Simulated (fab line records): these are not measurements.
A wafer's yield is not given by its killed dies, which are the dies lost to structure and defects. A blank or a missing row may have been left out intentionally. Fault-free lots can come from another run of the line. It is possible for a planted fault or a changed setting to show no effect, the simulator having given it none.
fab line records ; flow ritCmos
record: lots: 13; wafers: 39; lastDay: 8
route steps=202 shown NSD@139
lots with no fault: from the same line, run without faults
startH: hours from the record's first day to the start of the lot's first wafer shown ; waitH: hours elapsed since this lot's preceding step ; " the same as in the row above ; L1.1+2: several wafers, shown together as one row ; - no value present, or no start provided ; * or withheld: withheld ; < > ~ a bound
route shown NAME@n: names a module that has steps shown in the file, with the first one's number in the route ; usual: mean/standard deviation of fault-free wafers ; same: alike in all rows ; chamber/n: place in a boat ; sites: the reading at each site ; _std_site: how widely they spread, as a standard deviation ; _edge_site: inner sites' mean taken away from outer sites' mean ; radiusMm: for every site, how far away it sits from the centre of the wafer ; mask NAME#n: copy n ; behind: the most recent tool/chamber to have shaped the wafer ; hold: cause of the lot's hold/its duration in hours/its outcome ; device: the n, p or np transistor that did not switch ; end of line: tests run on the same wafers once the route is complete ; for a step that has no rows: nothing shown but its recipe ; killed: at the first sort, the dies lost to defects and structure; wafer yield is something else ; map: a wafer's dies, x killed, . not, _ none there
set.NAME: the setting that was run; set.NAME@STEP: the one run at that earlier step ; model.NAME: the simulator's own value behind a step, which no gauge read
the route's steps for a sample of lots (tables are steps, rows are wafers)
services: a tool's chamber out of use, with start hour (startH, from the record's first day; less than 0 if before it), hours out, and reason
== steps ==
step: RIT_NSD_IMPLANT_08
recipe: species: P; energyKev: 25; doseCm2: 1e+15; tiltDeg: 7
usual: beamEnergyKeV: 25.000/0.0078; doseIonsCm2: 1e+15/1.1e+12
lot.wafer;tool;chamber;startH;waitH;beamEnergyKeV;doseIonsCm2
L907.2;implanter-02;0;54.06;0.1;24.992;1.0007e+15
L907.5;implanter-02;0;54.06;0.1;24.980;1.0008e+15
L907.6;implanter-02;0;54.06;0.1;24.995;9.996e+14
L909.3;implanter-04;0;62.84;0.1;24.999;9.998e+14
L909.5;implanter-04;0;62.84;0.1;25.003;9.983e+14
L909.6;implanter-04;0;62.84;0.1;25.011;9.995e+14
L908.1;implanter-01;0;63.42;0.1;25.000;9.999e+14
L908.3;implanter-01;0;63.42;0.1;25.001;9.998e+14
L908.4;implanter-01;0;63.42;0.1;25.009;9.996e+14
L910.2;implanter-04;0;74.80;0.1;25.010;1.0001e+15
L910.5;implanter-04;0;74.80;0.1;24.997;1.001e+15
L910.6;implanter-04;0;74.80;0.1;25.012;1.0004e+15
L911.3;implanter-04;0;81.06;0.1;24.995;9.99e+14
L911.4;implanter-04;0;81.06;0.1;25.006;9.987e+14
L911.6;implanter-04;0;81.06;0.1;25.002;9.98e+14
L912.1;implanter-02;0;83.93;0.1;25.005;9.992e+14
L912.3;implanter-02;0;83.93;0.1;25.009;9.99e+14
L912.5;implanter-02;0;83.93;0.1;25.004;9.989e+14
L913.3;implanter-04;0;84.22;0.1;24.998;9.999e+14
L913.4;implanter-04;0;84.22;0.1;24.983;9.999e+14
L913.6;implanter-04;0;84.22;0.1;24.996;1.0004e+15
L915.1;implanter-01;0;102.60;0.1;24.989;1.0004e+15
L915.5;implanter-01;0;102.60;0.1;24.994;1.0011e+15
L915.6;implanter-01;0;102.60;0.1;24.989;9.994e+14
L917.2;implanter-01;0;108.23;0.1;24.990;9.997e+14
L917.5;implanter-01;0;108.23;0.1;25.005;1.0005e+15
L917.6;implanter-01;0;108.23;0.1;24.992;9.986e+14
L920.2;implanter-01;0;128.22;0.1;32.504;9.988e+14
L920.3;implanter-01;0;128.22;0.1;32.512;9.993e+14
L920.5;implanter-01;0;128.22;0.1;32.513;9.998e+14
L921.3;implanter-01;0;134.68;0.1;32.501;1.0013e+15
L921.4;implanter-01;0;134.68;0.1;32.487;9.984e+14
L921.6;implanter-01;0;134.68;0.1;32.489;1.0013e+15
L927.1;implanter-02;0;160.27;0.1;24.996;1.0009e+15
L927.2;implanter-02;0;160.27;0.1;25.000;1.0011e+15
L927.6;implanter-02;0;160.27;0.1;25.001;1.0012e+15
L929.2;implanter-02;0;175.09;0.1;25.016;1.0004e+15
L929.3;implanter-02;0;175.09;0.1;24.997;9.978e+14
L929.5;implanter-02;0;175.09;0.1;24.999;9.996e+14
step: RIT_NSD_TW_MEAS_10
usual: NSD_TW: 3126/24
lot.wafer;tool;chamber;startH;waitH;NSD_TW
L907.2;filmMetro-01;-;54.37;0.1;3111
L907.5;filmMetro-01;-;54.37;0.1;3096
L907.6;filmMetro-01;-;54.37;0.1;3103
L909.3;filmMetro-03;-;63.14;0.1;3167
L909.5;filmMetro-03;-;63.14;0.1;3168
L909.6;filmMetro-03;-;63.14;0.1;3176
L908.1;filmMetro-02;-;63.75;0.1;3168
L908.3;filmMetro-02;-;63.75;0.1;3177
L908.4;filmMetro-02;-;63.75;0.1;3172
L910.2;filmMetro-02;-;75.11;0.1;3143
L910.5;filmMetro-02;-;75.11;0.1;3112
L910.6;filmMetro-02;-;75.11;0.1;3120
L911.3;filmMetro-02;-;81.36;0.1;3111
L911.4;filmMetro-02;-;81.36;0.1;3128
L911.6;filmMetro-02;-;81.36;0.1;3118
L912.1;filmMetro-02;-;84.26;0.1;3128
L912.3;filmMetro-02;-;84.26;0.1;3126
L912.5;filmMetro-02;-;84.26;0.1;3120
L913.3;filmMetro-01;-;84.52;0.1;3120
L913.4;filmMetro-01;-;84.52;0.1;3121
L913.6;filmMetro-01;-;84.52;0.1;3114
L915.1;filmMetro-01;-;102.93;0.1;3089
L915.5;filmMetro-01;-;102.93;0.1;3101
L915.6;filmMetro-01;-;102.93;0.1;3107
L917.2;filmMetro-03;-;108.54;0.1;3153
L917.5;filmMetro-03;-;108.54;0.1;3129
L917.6;filmMetro-03;-;108.54;0.1;3139
L920.2;filmMetro-01;-;128.53;0.1;3317
L920.3;filmMetro-01;-;128.53;0.1;3331
L920.5;filmMetro-01;-;128.53;0.1;3324
L921.3;filmMetro-03;-;134.97;0.1;3373
L921.4;filmMetro-03;-;134.97;0.1;3368
L921.6;filmMetro-03;-;134.97;0.1;3354
L927.1;filmMetro-02;-;160.59;0.1;3133
L927.2;filmMetro-02;-;160.59;0.1;3128
L927.6;filmMetro-02;-;160.59;0.1;3143
L929.2;filmMetro-01;-;175.40;0.1;3104
L929.3;filmMetro-01;-;175.40;0.1;3115
L929.5;filmMetro-01;-;175.40;0.1;3100
step: RIT_SDANNEAL_RS_MEAS_05
recipe: thkMeasGauge: four-point-probe
usual: NSD_RS: 84.61/0.26
lot.wafer;tool;chamber;startH;waitH;NSD_RS[ohm/sq]
L907.2;filmMetro-01;-;56.55;0.1;84.58
L907.5;filmMetro-01;-;56.55;0.1;84.53
L907.6;filmMetro-01;-;56.55;0.1;84.52
L909.3;filmMetro-02;-;65.19;0.1;84.49
L909.5;filmMetro-02;-;65.19;0.1;84.43
L909.6;filmMetro-02;-;65.19;0.1;84.55
L908.1;filmMetro-01;-;65.92;0.1;84.48
L908.3;filmMetro-01;-;65.92;0.1;84.66
L908.4;filmMetro-01;-;65.92;0.1;84.53
L910.2;filmMetro-01;-;77.19;0.1;84.80
L910.5;filmMetro-01;-;77.19;0.1;85.35
L910.6;filmMetro-01;-;77.19;0.1;84.75
L911.3;filmMetro-03;-;83.63;0.1;84.57
L911.4;filmMetro-03;-;83.63;0.1;84.29
L911.6;filmMetro-03;-;83.63;0.1;84.00
L912.1;filmMetro-03;-;86.34;0.1;84.33
L912.3;filmMetro-03;-;86.34;0.1;84.42
L912.5;filmMetro-03;-;86.34;0.1;84.29
L913.3;filmMetro-02;-;86.59;0.1;84.64
L913.4;filmMetro-02;-;86.59;0.1;84.46
L913.6;filmMetro-02;-;86.59;0.1;84.72
L915.1;filmMetro-02;-;104.95;0.1;84.49
L915.5;filmMetro-02;-;104.95;0.1;84.88
L915.6;filmMetro-02;-;104.95;0.1;84.62
L917.2;filmMetro-03;-;110.72;0.1;84.94
L917.5;filmMetro-03;-;110.72;0.1;84.71
L917.6;filmMetro-03;-;110.72;0.1;84.95
L920.2;filmMetro-01;-;130.56;0.1;81.86
L920.3;filmMetro-01;-;130.56;0.1;81.86
L920.5;filmMetro-01;-;130.56;0.1;81.84
L921.3;filmMetro-03;-;137.03;0.1;81.59
L921.4;filmMetro-03;-;137.03;0.1;81.34
L921.6;filmMetro-03;-;137.03;0.1;81.37
L927.1;filmMetro-01;-;162.85;0.1;84.60
L927.2;filmMetro-01;-;162.85;0.1;85.08
L927.6;filmMetro-01;-;162.85;0.1;84.70
L929.2;filmMetro-01;-;177.56;0.1;84.73
L929.3;filmMetro-01;-;177.56;0.1;84.76
L929.5;filmMetro-01;-;177.56;0.1;84.87
== services ==
tool;chamber;startH;hours;kind
implanter-04;-;30.57;3.9;repair
implanter-04;-;125.08;2.3;repair
implanter-02;-;143.38;1.5;repair
implanter-02;-;164.33;2.8;repair
== key ==
firstSign: step: RIT_NSD_IMPLANT_08; reading: beamEnergyKeV; direction: up; sigmas: 99+; usual: 25.000; struck: 32.501
effect: step: RIT_NSD_TW_MEAS_10; reading: NSD_TW; direction: up; sigmas: 9.3; usual: 3126; struck: 3344
effect: step: RIT_SDANNEAL_RS_MEAS_05; reading: NSD_RS; direction: down; sigmas: 11; usual: 84.61; struck: 81.64
metAt RIT_NSD_IMPLANT_08
struckLots L920,L921
testerLeftOut L920,L921
onsetBetween 108.23 128.22
fault: kind: processParameterDrift; tool: implanter-01; chamber: -; onsetH: 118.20; steps: RIT_NSD_IMPLANT_08; channel: energyKev; offset: 7.5; shape: step; endH: 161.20; actsIn: theseRecipesOnly; stated: 25
testerLeftOut: of these lots the tester's yield and bins aren't shown, on N5 and GAA mostly nor the transistor test; their killed dies are dies lost to structure and defects alone, not to doping, threshold or leakage, so they don't give the yield
